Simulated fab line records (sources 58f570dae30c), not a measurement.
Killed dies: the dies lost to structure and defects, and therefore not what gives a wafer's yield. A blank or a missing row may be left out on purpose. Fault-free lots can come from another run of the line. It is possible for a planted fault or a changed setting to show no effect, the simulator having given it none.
2 desks looking at one fault + flow berkeleyCmos170 + only its own numbers are on each desk; what lay behind them is given at the end

METROLOGY DESK
Means of the sampled wafers that have a number, per lot and without regard to the tool the lot ran on: this is what the gauges read. Any lot whose mean is over 4 standard deviations away from the usual mean is out of limits and marked OUT; that distance is given in the brackets.
Columns: A = INCOMING_BOW at UCB170_START_BOW_MEAS_00, usual 0 um; B = NWELL_NITRIDE_THK at UCB170_NWELL_THK_MEAS_05, usual 224.2 nm; C = PWELL_OXIDE_THK at UCB170_PWELL_THK_MEAS_03, usual 26.4 nm; D = PWELL_NITRIDE_THK at UCB170_PWELL_THK_MEAS_06, usual 222.3 nm
| lot  | first seen here | A  | B                | C    | D     |
|------|-----------------|----|------------------|------|-------|
| L820 | day 1 10:01     | -1 | 224.0            | 26.3 | 223.3 |
| L821 | day 1 15:00     | -3 | 225.5            | 27.3 | 220.0 |
| L822 | day 1 20:01     | -3 | 224.4            | 26.5 | 218.4 |
| L823 | day 2 01:01     | -2 | 213.7 (-5.5) OUT | 26.4 | 224.3 |
| L836 | day 4 18:01     | 1  | 223.4            | 26.0 | 224.0 |
| L837 | day 4 23:00     | -1 | 224.0            | 26.2 | 225.1 |
| L838 | day 5 04:04     | -0 | 224.3            | 25.9 | 220.5 |
| L839 | day 5 09:02     | -3 | 227.3            | 27.0 | 222.7 |
| L840 | day 5 14:02     | 5  | 223.3            | 26.7 | 223.4 |
| L841 | day 5 19:02     | -0 | 223.8            | 26.4 | 221.7 |
| L842 | day 6 00:00     | -3 | 219.5            | 26.3 | 221.1 |
| L843 | day 6 05:01     | 1  | 224.1            | 26.0 | 221.4 |
Per this desk, out of limits: L823; the first was L823, day 2 22:50 (NWELL_NITRIDE_THK at UCB170_NWELL_THK_MEAS_05). L820, L821, L822, L836, L837, L838, L839, L840, L841, L842, L843: within limits.

FOR THE TOOL OWNER'S DESK: lpcvd-02
The tool's own readings at UCB170_NWELL_CVD_04 (deposits Si3N4 from SiH2Cl2/NH3, target thk 224 nm, time 3360 s): means of the sampled wafers that have a number, for each lot that ran on this tool. Any lot whose mean is over 4 standard deviations away from the usual mean is out of limits and marked OUT; that distance is given in the brackets.
Columns: A = spikeTcLoadC at UCB170_NWELL_CVD_04, usual 822.9 C; B = zonePowerLoadPct at UCB170_NWELL_CVD_04, usual 19.4 %
| lot  | first seen here | A     | B    |
|------|-----------------|-------|------|
| L820 | day 2 04:28     | 824.1 | 19.8 |
| L821 | day 2 04:28     | 822.9 | 19.9 |
| L822 | day 2 14:56     | 821.8 | 18.5 |
| L823 | day 2 20:54     | 822.4 | 18.6 |
| L838 | day 5 23:14     | 823.5 | 18.6 |
| L840 | day 6 08:34     | 823.0 | 20.2 |
| L841 | day 6 13:40     | 821.9 | 19.7 |
| L842 | day 6 18:17     | 824.9 | 19.9 |
This desk found nothing out of limits on any of the 8 lots.

BROUGHT TOGETHER
Metrology desk: alarm possible at day 2 22:50 on L823.
Nothing out of limits was seen by the tool owner's desk.
The tool owner's desk has L823 on record, within its limits.
All the named lots went through UCB170_NWELL_CVD_04 on lpcvd-02.

WHAT THE SIMULATOR PUT IN
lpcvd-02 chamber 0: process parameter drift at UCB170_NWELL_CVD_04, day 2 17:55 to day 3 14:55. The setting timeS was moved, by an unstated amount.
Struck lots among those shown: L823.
Per desk, hours elapsed from the start of the fault to the first reading out of limits: for the metrology desk, 5.
